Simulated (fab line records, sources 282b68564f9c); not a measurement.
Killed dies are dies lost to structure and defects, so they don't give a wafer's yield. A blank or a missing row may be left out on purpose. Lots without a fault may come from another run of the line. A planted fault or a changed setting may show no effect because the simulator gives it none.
Tool commonality check | flow rit_cmos | 16 lots, 48 wafers sampled

WHY IT WAS OPENED
At RIT_CONTACT_OVL_MEAS_09 the reading CONTACT_OVL is flagged on 4 of 16 lots. Wafers without a fault read -0.1 nm, standard deviation 1.
Rule: a lot is flagged when every wafer of it that has a number lies more than 4 standard deviations from that mean, or none has a number. The other lots count as sound.

lot  | measured    | on         | CONTACT_OVL (nm), wafer by wafer | flag
L773 | day 3 07:32 | overlay-02 | -1.0 -1.0 0.8                    |
L774 | day 3 13:08 | overlay-01 | -0.6 -0.7 0.3                    |
L776 | day 3 19:28 | overlay-01 | 1.7 1.2 -0.3                     |
L778 | day 4 09:17 | overlay-02 | 0.4 -1.5 -0.2                    |
L779 | day 4 11:26 | overlay-02 | 0.1 0.2 1.0                      |
L780 | day 4 20:53 | overlay-01 | 0.1 1.3 -0.7                     |
L781 | day 5 00:35 | overlay-01 | -0.6 -1.4 0.6                    |
L782 | day 5 08:05 | overlay-02 | 0.8 0.2 -0.2                     |
L783 | day 5 13:02 | overlay-02 | 0.3 -1.1 0.4                     |
L784 | day 5 15:50 | overlay-01 | 0.2 -0.1 -1.0                    |
L785 | day 5 20:52 | overlay-02 | -1.0 -0.9 1.1                    |
L787 | day 6 08:01 | overlay-01 | 316.0 314.7 316.9                | FLAGGED
L789 | day 6 14:42 | overlay-01 | -1.5 -0.9 -1.8                   |
L791 | day 7 00:10 | overlay-01 | 317.4 317.8 317.7                | FLAGGED
L793 | day 7 11:53 | overlay-02 | 317.1 317.3 316.5                | FLAGGED
L795 | day 7 19:55 | overlay-01 | 316.1 316.6 315.9                | FLAGGED
The numbers of the flagged lots are 316.7 nm on average: +316.8 nm against the usual, or +99 or more standard deviations.

WHICH TOOL RAN EACH LOT
The record holds 1 process step before the reading, out of a route of 202 steps. In each cell: the tool, then ch and the chambers that the sampled wafers went through, then the start.
lot  | flag    | RIT_CONTACT_EXPOSE_05
L773 |         | iline_stepper-02 ch 0, day 3 06:55
L774 |         | iline_stepper-02 ch 0, day 3 12:31
L776 |         | iline_stepper-01 ch 0, day 3 18:51
L778 |         | iline_stepper-01 ch 0, day 4 08:39
L779 |         | iline_stepper-01 ch 0, day 4 10:49
L780 |         | iline_stepper-01 ch 0, day 4 20:16
L781 |         | iline_stepper-01 ch 0, day 4 23:50
L782 |         | iline_stepper-02 ch 0, day 5 07:27
L783 |         | iline_stepper-02 ch 0, day 5 12:23
L784 |         | iline_stepper-01 ch 0, day 5 15:05
L785 |         | iline_stepper-02 ch 0, day 5 20:16
L787 | FLAGGED | iline_stepper-02 ch 0, day 6 07:25
L789 |         | iline_stepper-01 ch 0, day 6 14:04
L791 | FLAGGED | iline_stepper-02 ch 0, day 6 23:32
L793 | FLAGGED | iline_stepper-02 ch 0, day 7 11:15
L795 | FLAGGED | iline_stepper-02 ch 0, day 7 19:17
What these steps do:
- RIT_CONTACT_EXPOSE_05: exposes mask M11, target cd 1000 nm.
- RIT_CONTACT_OVL_MEAS_09

FLAGGED OVER TOTAL, TOOL BY TOOL (the gauges that took the reading come last)
step                    | tool             | lots run | flagged | share of the flagged lots | sound lots run after its first flagged lot
RIT_CONTACT_EXPOSE_05   | iline_stepper-01 | 7        | 0       | none                      | -
RIT_CONTACT_EXPOSE_05   | iline_stepper-02 | 9        | 4       | all                       | 0
RIT_CONTACT_OVL_MEAS_09 | overlay-01       | 9        | 3       | some                      | 1 (L789)
RIT_CONTACT_OVL_MEAS_09 | overlay-02       | 7        | 1       | some                      | 0

WHAT THE TABLE ALLOWS
1 row of the table ran every flagged lot: iline_stepper-02 at RIT_CONTACT_EXPOSE_05.
- iline_stepper-02 at RIT_CONTACT_EXPOSE_05: 4 of its 9 lots flagged. Its last sound lot is L785 (day 5 20:16), its first flagged lot L787 (day 6 07:25): a fault that began between those two fits.
One tool is left: iline_stepper-02 at RIT_CONTACT_EXPOSE_05.

WHAT THE SIMULATOR HAD PUT IN
Scanner matching overlay: iline_stepper-02, from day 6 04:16 on, at RIT_CONTACT_EXPOSE_05. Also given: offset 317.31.
Lots struck among those shown: L787, L791, L793, L795. The rule above found the same.
